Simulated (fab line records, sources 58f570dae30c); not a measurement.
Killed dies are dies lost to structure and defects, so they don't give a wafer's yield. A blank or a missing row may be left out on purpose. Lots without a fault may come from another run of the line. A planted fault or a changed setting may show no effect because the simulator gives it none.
Which tool did it? | flow berkeley_cmos170 | 15 lots, 45 wafers sampled, at 2 steps of a route of 331

WHAT THE GAUGES READ, wafer by wafer
UCB170_SDANNEAL_RS_MEAS_05: measures by four-point-probe.
lot  | measured     | on            | NLDD_RS (ohm/sq)
L344 | day 8 04:07  | film_metro-03 | 616.6 617.5 617.0
L345 | day 8 05:07  | film_metro-03 | 615.4 614.6 613.3
L348 | day 8 17:19  | film_metro-01 | 618.3 617.0 615.9
L347 | day 8 17:50  | film_metro-03 | 617.0 615.9 615.2
L349 | day 8 18:12  | film_metro-02 | 617.8 615.0 617.2
L346 | day 8 18:14  | film_metro-01 | 617.2 618.9 615.7
L356 | day 10 08:16 | film_metro-03 | 609.1 610.6 611.0
L354 | day 10 08:19 | film_metro-01 | 617.6 617.7 616.3
L355 | day 10 08:05 | film_metro-02 | 609.0 608.7 610.1
L357 | day 10 08:34 | film_metro-02 | 616.8 616.4 617.2
L358 | day 10 17:28 | film_metro-03 | 610.9 611.2 610.5
L360 | day 11 00:40 | film_metro-01 | 616.9 616.7 618.1
L362 | day 10 23:58 | film_metro-03 | 616.5 615.0 614.2
L361 | day 11 01:08 | film_metro-02 | 616.3 617.7 617.6
L365 | day 11 17:04 | film_metro-02 | 615.2 611.8 614.4

WHICH TOOL RAN EACH LOT (tool, then ch and the chambers of the sampled wafers, then the start)
lot  | UCB170_NLDD_IMPLANT_09
L344 | implanter-01 ch 0, day 7 18:36
L345 | implanter-04 ch 0, day 7 18:53
L348 | implanter-01 ch 0, day 8 06:23
L347 | implanter-01 ch 0, day 8 07:28
L349 | implanter-04 ch 0, day 8 07:49
L346 | implanter-03 ch 0, day 8 08:00
L356 | implanter-01 ch 0, day 9 19:35
L354 | implanter-03 ch 0, day 9 19:56
L355 | implanter-01 ch 0, day 9 20:16
L357 | implanter-04 ch 0, day 9 20:32
L358 | implanter-01 ch 0, day 10 06:08
L360 | implanter-04 ch 0, day 10 11:50
L362 | implanter-03 ch 0, day 10 12:06
L361 | implanter-04 ch 0, day 10 12:34
L365 | implanter-04 ch 0, day 11 03:10
- UCB170_NLDD_IMPLANT_09

WHAT THE TOOLS THEMSELVES READ (means of the sampled wafers that have a number; where no wafer has one, the mark that the record gives instead)
UCB170_NLDD_IMPLANT_09.
lot  | tool         | dose_ions_cm2
L344 | implanter-01 | 5e+13
L345 | implanter-04 | 5e+13
L348 | implanter-01 | 5e+13
L347 | implanter-01 | 5e+13
L349 | implanter-04 | 5e+13
L346 | implanter-03 | 5e+13
L356 | implanter-01 | 5e+13
L354 | implanter-03 | 5e+13
L355 | implanter-01 | 5e+13
L357 | implanter-04 | 5e+13
L358 | implanter-01 | 5e+13
L360 | implanter-04 | 5e+13
L362 | implanter-03 | 5e+13
L361 | implanter-04 | 5e+13
L365 | implanter-04 | 5e+13

THE ANSWER, worked out from the rows above alone
Rule: what is usual is taken from the lots themselves. Put in order of their means at a reading, lots are off if they are a third of the lots or fewer, leave a main group of 4 or more, and stand apart from it by a gap of 3 or more times the standard deviation of the main group's means; of several such gaps the widest counts. A main group whose means are all the same, to the digits that the tables above print for the reading, isn't used. A lot without any number at a reading at which 4 lots or more have one is off too. The other lots that the step has rows for count as sound. The gauges are gone through in route order, then the tools' own readings, and for those a lot's mean is taken as printed above. The first step at which some lot is off is used, and at that step the reading that is off furthest; a lot without a number counts as furthest.
No lot is off at any reading shown: from this, nothing can be told.

WHAT THE SIMULATOR HAD PUT IN
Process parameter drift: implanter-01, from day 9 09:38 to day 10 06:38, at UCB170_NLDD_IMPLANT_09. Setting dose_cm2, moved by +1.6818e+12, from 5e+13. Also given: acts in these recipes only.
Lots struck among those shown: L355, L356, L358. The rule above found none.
